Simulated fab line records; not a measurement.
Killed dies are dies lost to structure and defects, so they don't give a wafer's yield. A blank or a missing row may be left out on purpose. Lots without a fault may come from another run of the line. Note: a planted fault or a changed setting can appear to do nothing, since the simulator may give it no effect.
fab line records    flow berkeley-cmos170
record lots=14  wafers=42  last-day=12
route steps=331 shown NWELL@27
lots that met no fault: from a run of the same line without faults
start-h: the number of hours between the record's first day and the start of the first shown wafer of the lot    wait-h: time in hours since the lot's previous step    " same as the row above    L1.1+2: a row that stands for several wafers    - no value, or no start given    * or withheld: withheld    < > ~ a bound
route shown NAME@n: a module of which the file shows steps, and the number in the route of the first    usual: mean and standard deviation over wafers with no fault    same: alike in all rows    chamber/n: place in a boat    sites: the reading at each site    _std_site: the values' standard deviation    _edge_site: outer sites' mean less inner sites'    radius-mm: for every site, how far away it sits from the centre of the wafer    mask NAME#n: copy n    behind: the tool/chamber that last shaped the wafer    hold: the reason the lot was held/the length of the hold in hours/how it ended    device: which transistor (n, p or np) failed to switch    end of line: tests of these same wafers at the route's end    where a step has no rows: the recipe by itself    killed: dies lost to structure and defects at the first sort, not the wafer's yield    map: per-die view of a wafer (x killed, . not killed, _ where there is no die)
set.NAME: the setting as run; set.NAME@STEP: as run at that earlier step    model.NAME: the simulator's own value behind a step, which no gauge read
route steps across a sampled set of lots; one table per step, one row per wafer
services: from which hour (start-h, from the record's first day; less than 0 if before it) a tool's chamber was out of use, for how many hours, and why
## steps
# step UCB170_NWELL_ETCH_13
# recipe chemistry=CH3F/Ar/O2  target=Si3N4  stop-on=SiO2  CH3F_flow_sccm=20  Ar_flow_sccm=50  O2_flow_sccm=7  pressure-mtorr=50  rf-w=450  target-depth-a=2464  over-etch-frac=0.1  time-s=154
# usual drypump-motor-current-A=5.6/0.51  oes-product-au=0.941/0.015  throttle-valve-pct=8.02/0.14
lot.wafer  tool         chamber  start-h  wait-h  drypump-motor-current-A  oes-product-au  rf-hours-counter-h  throttle-valve-pct
L982.1     rie-diel-03  3        38.48    0.0     5.6                      0.960           131                 7.81
L982.2     "            2        "        "       5.2                      0.941           143                 7.91
L982.3     "            0        "        "       4.8                      0.928           77                  8.15
L983.2     rie-diel-03  0        48.96    0.0     4.8                      0.933           77                  8.15
L983.3     "            1        "        "       5.7                      0.942           78                  7.95
L983.5     "            2        "        "       5.1                      0.937           -                   7.89
L984.3     rie-diel-02  1        52.69    0.0     5.8                      0.948           106                 8.16
L984.4     "            0        "        "       6.5                      0.945           8                   7.83
L984.6     "            2        "        "       6.2                      0.937           -                   7.94
L986.1     rie-diel-03  3        60.62    0.0     5.6                      0.764           131                 7.81
L986.5     "            0        "        "       4.8                      0.758           -                   8.12
L986.6     "            1        "        "       5.7                      0.753           -                   7.95
L990.1     rie-diel-03  2        70.96    0.0     5.1                      0.761           144                 7.89
L990.2     "            3        "        "       5.6                      0.775           132                 7.79
L990.5     "            3        "        "       5.6                      0.777           -                   7.79
L989.4     rie-diel-02  3        71.21    0.0     6.3                      0.929           14                  7.96
L989.5     "            0        "        "       6.6                      0.940           -                   7.86
L989.6     "            3        "        "       6.3                      0.934           -                   7.97
L994.2     rie-diel-04  3        104.42   0.0     5.8                      0.938           55                  7.98
L994.3     "            0        "        "       5.8                      0.924           13                  8.09
L994.6     "            2        "        "       6.0                      0.972           -                   8.18
L995.2     rie-diel-04  2        107.88   0.0     6.0                      0.977           149                 8.17
L995.4     "            1        "        "       4.8                      0.945           99                  8.26
L995.5     "            3        "        "       5.8                      0.937           -                   7.97
L996.1     rie-diel-02  2        110.85   0.0     6.2                      0.926           48                  7.94
L996.2     "            3        "        "       6.3                      0.925           16                  7.97
L996.3     "            0        "        "       6.6                      0.930           11                  7.86
L100.2     rie-diel-03  1        127.02   0.0     5.7                      0.926           81                  7.95
L100.3     "            2        "        "       5.2                      0.920           147                 7.90
L100.4     "            3        "        "       5.6                      0.947           134                 7.80
L101.1     rie-diel-03  3        133.13   0.0     5.6                      0.951           134                 7.79
L101.4     "            2        "        "       5.1                      0.924           147                 7.89
L101.6     "            3        "        "       5.6                      0.947           -                   7.81
L102.1     rie-diel-03  3        141.27   0.0     5.6                      0.957           135                 7.82
L102.4     "            2        "        "       5.1                      0.937           147                 7.89
L102.5     "            0        "        "       4.8                      0.935           -                   8.15
L103.1     rie-diel-04  2        146.47   0.0     6.0                      0.958           151                 8.18
L103.4     "            3        "        "       5.8                      0.942           -                   7.97
L103.5     "            1        "        "       4.8                      0.932           -                   8.28
L104.4     rie-diel-02  1        147.19   0.0     5.8                      0.952           111                 8.18
L104.5     "            0        "        "       6.6                      0.930           -                   7.84
L104.6     "            1        "        "       5.8                      0.957           -                   8.16
# step UCB170_NWELL_STRIP_15
# recipe chemistry=O2  power-w=400  pressure-mtorr=3500  platen-temp-c=withheld  o2-flow-sccm=400  overash-fraction=0.5
# usual drypump-motor-current-A=5.7/0.7  oes-product-au=0.721/0.0041  strip-time-to-endpoint-s=18.07/0.097
lot.wafer  tool             chamber  start-h  wait-h  drypump-motor-current-A  oes-product-au  rf-hours-counter-h  strip-time-to-endpoint-s
L982.1     plasma-asher-03  1        38.73    0.1     6.1                      0.723           30                  18.12
L982.2     "                0        "        "       4.9                      0.723           30                  18.09
L982.3     "                0        "        "       4.9                      0.721           -                   17.94
L983.2     plasma-asher-04  0        49.21    0.1     5.1                      0.726           28                  17.98
L983.3     "                1        "        "       6.6                      0.718           -                   18.09
L983.5     "                0        "        "       5.1                      0.729           -                   18.19
L984.3     plasma-asher-01  0        52.97    0.1     6.4                      0.719           -                   18.10
L984.4     "                1        "        "       5.1                      0.732           -                   18.15
L984.6     "                0        "        "       6.4                      0.715           -                   18.17
L986.1     plasma-asher-04  0        60.87    0.1     5.1                      0.720           29                  19.53
L986.5     "                1        "        "       6.6                      0.723           -                   19.44
L986.6     "                0        "        "       5.1                      0.724           -                   19.61
L990.1     plasma-asher-03  0        71.22    0.1     4.9                      0.724           34                  19.49
L990.2     "                1        "        "       6.0                      0.721           34                  19.43
L990.5     "                1        "        "       6.0                      0.720           -                   19.45
L989.4     plasma-asher-03  1        71.50    0.1     6.0                      0.725           -                   17.98
L989.5     "                1        "        "       6.0                      0.717           -                   18.09
L989.6     "                0        "        "       4.9                      0.722           -                   18.01
L994.2     plasma-asher-03  1        104.67   0.1     6.0                      0.723           39                  17.90
L994.3     "                0        "        "       4.9                      0.720           -                   17.90
L994.6     "                0        "        "       4.9                      0.721           -                   17.91
L995.2     plasma-asher-04  0        108.13   0.1     5.1                      0.715           34                  18.11
L995.4     "                1        "        "       6.7                      0.729           -                   18.17
L995.5     "                0        "        "       5.1                      0.729           -                   18.09
L996.1     plasma-asher-03  0        111.10   0.1     4.9                      0.733           39                  18.26
L996.2     "                1        "        "       6.0                      0.722           39                  18.03
L996.3     "                1        "        "       6.0                      0.722           -                   18.13
L100.2     plasma-asher-04  0        127.28   0.1     5.1                      0.720           36                  18.07
L100.3     "                1        "        "       6.6                      0.723           -                   18.17
L100.4     "                0        "        "       5.1                      0.723           -                   18.10
L101.1     plasma-asher-03  0        133.38   0.1     4.9                      0.723           42                  18.13
L101.4     "                0        "        "       4.9                      0.725           -                   18.10
L101.6     "                1        "        "       6.0                      0.717           -                   18.08
L102.1     plasma-asher-01  0        141.53   0.1     6.4                      0.720           3                   18.23
L102.4     "                0        "        "       6.4                      0.726           -                   18.21
L102.5     "                0        "        "       6.4                      0.719           -                   18.13
L103.1     plasma-asher-03  0        146.72   0.1     4.9                      0.719           44                  18.02
L103.4     "                0        "        "       4.9                      0.717           -                   18.01
L103.5     "                1        "        "       6.1                      0.717           -                   18.07
L104.4     plasma-asher-03  0        147.48   0.1     4.9                      0.723           -                   18.19
L104.5     "                0        "        "       4.9                      0.724           -                   18.16
L104.6     "                1        "        "       6.0                      0.726           -                   18.15
## services
tool             chamber  start-h  hours  kind
plasma-asher-04  -        51.97    0.3    repair
rie-diel-04      2        52.29    3.9    repair
rie-diel-04      1        63.57    4.1    repair
plasma-asher-04  -        67.25    14.6   pm
rie-diel-02      0        77.10    10.1   repair
rie-diel-02      1        88.41    4.6    repair
rie-diel-04      2        94.51    3.1    repair
rie-diel-04      -        95.35    0.1    repair
plasma-asher-01  -        99.59    0.6    repair
rie-diel-04      3        108.19   5.5    repair
plasma-asher-01  -        108.75   9.0    pm
plasma-asher-01  0        108.75   9.0    vent-cycle
plasma-asher-01  1        108.75   9.0    vent-cycle
plasma-asher-01  0        117.75   -      clean
plasma-asher-01  1        117.75   -      clean
plasma-asher-03  -        123.03   1.1    repair
rie-diel-04      0        137.20   10.8   repair
## key
first-sign step=UCB170_NWELL_ETCH_13  reading=oes-product-au  direction=down  sigmas=12  usual=0.941  struck=0.765
effect step=UCB170_NWELL_STRIP_15  reading=strip-time-to-endpoint-s  direction=up  sigmas=15  usual=*  struck=*
met-at UCB170_NWELL_ETCH_13
struck-lots L986,L990
sort-left-out L986.1,L986.5,L986.6,L990.1,L990.2,L990.5
tester-left-out L986,L990
onset-between 48.96 60.62
fault kind=process-parameter-drift  tool=rie-diel-03  chamber=-  onset-h=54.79  steps=UCB170_NWELL_ETCH_13  channel=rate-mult  offset=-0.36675  shape=step  end-h=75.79
# tester-left-out: of these lots the tester's yield and bins aren't shown, on N5 and GAA mostly nor the transistor test; their killed dies are dies lost to structure and defects alone, not to doping, threshold or leakage, so they don't give the yield
# sort-left-out: the simulated sort isn't trusted on such a fault, so these wafers' sort isn't shown, and their yield isn't known
